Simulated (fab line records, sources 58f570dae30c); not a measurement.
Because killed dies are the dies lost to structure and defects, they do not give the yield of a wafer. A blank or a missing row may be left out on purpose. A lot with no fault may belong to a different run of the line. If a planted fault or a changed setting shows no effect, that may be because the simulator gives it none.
8D (eight disciplines) problem report, filled in by code :: flow berkeleyCmos170 :: the parts of the form that need people (team, actions taken, sign-off) are left out

## 1. THE ISSUE
Mean of cdNm at UCB170_NSD_CD_MEAS_06: 1175.0 nm across 6 wafers in 2 lots; on wafers with no fault it is 1200.4 nm (standard deviation 1.3). That is -20 standard deviations from the usual mean.
The step: target cd 1200 nm.
First seen on wafer L538.3, day 9 20:31, on cdSem-01. The record holds 42 wafers of 14 lots with a number at this step. By rule, "out" or "out of limits" means more than 4 standard deviations away from the usual mean. All remaining wafers that have a number are taken as sound.

## 2. WHAT THIS IS AND IS NOT
question: which readings at this step
is: cdNm
is not: -

question: which lots
is: L538, L542
is not: L523, L528, L529, L530, L531, L532, L533, L534, L536, L537, L540, L546

question: which wafers of those lots
is: all that have a number
is not: -

question: read on which gauges
is: cdSem-01
is not: cdSem-02

question: when
is: from day 9 20:31
is not: up to then (30 sound wafers); but 6 sound wafers of L540, L546 came after

## 3. SUSPECTS, AND WHAT RULES EACH OUT
Counting: a tool stays on the suspect list if, at a process step up to the reading, it processed all lots that are out and no sound lot following the first of them.
- the gauge at UCB170_NSD_CD_MEAS_06: ruled out. All the wafers that are out were read on cdSem-01, but those of them that UCB170_NSD_PEB_04 has rows for are out there too, on other tools.
- lithoTrack-01 at UCB170_NSD_PEB_04: kept. All lots that are out passed through it, beginning with L538 at day 9 20:16, and no sound lot followed; its final sound lot before that point was L537 at day 9 19:16. Its own readings are out on those wafers: heaterPowerTotalW.
After counting, what remains is lithoTrack-01 at UCB170_NSD_PEB_04.

## 4. THE CAUSE (what the simulator had put in)
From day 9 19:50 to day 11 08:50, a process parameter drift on lithoTrack-01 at UCB170_NSD_PEB_04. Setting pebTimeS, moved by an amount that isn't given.
The count eliminated every tool but this one.

## 5. SEQUENCE OF EFFECTS, ordered by route
Each row: a reading where the mean over the struck wafers with a number is more than 3 standard deviations away from the usual. Only readings for which the record gives a usual standard deviation are gone through. hours: the time from each lot's start at the first step in this table that gives one to its start at this step, as a median over the lots. sigmas: the change in usual standard deviations.
hours: 0
step: UCB170_NSD_PEB_04
reading: heaterPowerTotalW
usual: 56.80 W
on struck wafers: 63.10
change: +6.30
sigmas: +99 or more

hours: 0
step: UCB170_NSD_CD_MEAS_06
reading: cdNm
usual: 1200.4 nm
on struck wafers: 1175.0
change: -25.4
sigmas: -20
Its process steps:
- UCB170_NSD_PEB_04

## 6. WHAT WOULD HAVE CAUGHT IT SOONER
In this record the first reading out of limits at a measuring or inspecting step was taken at day 9 20:31, 1 hour after the fault began at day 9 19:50.
At UCB170_NSD_PEB_04, the tool's own readings (heaterPowerTotalW) were out on each struck wafer the step has a row for, so an alarm limit on them would have fired on the first such wafer.
Among the 2 lots that are out, L542 began UCB170_NSD_PEB_04 on lithoTrack-01 after day 9 20:31. Putting the tool on hold at that point would have spared it.
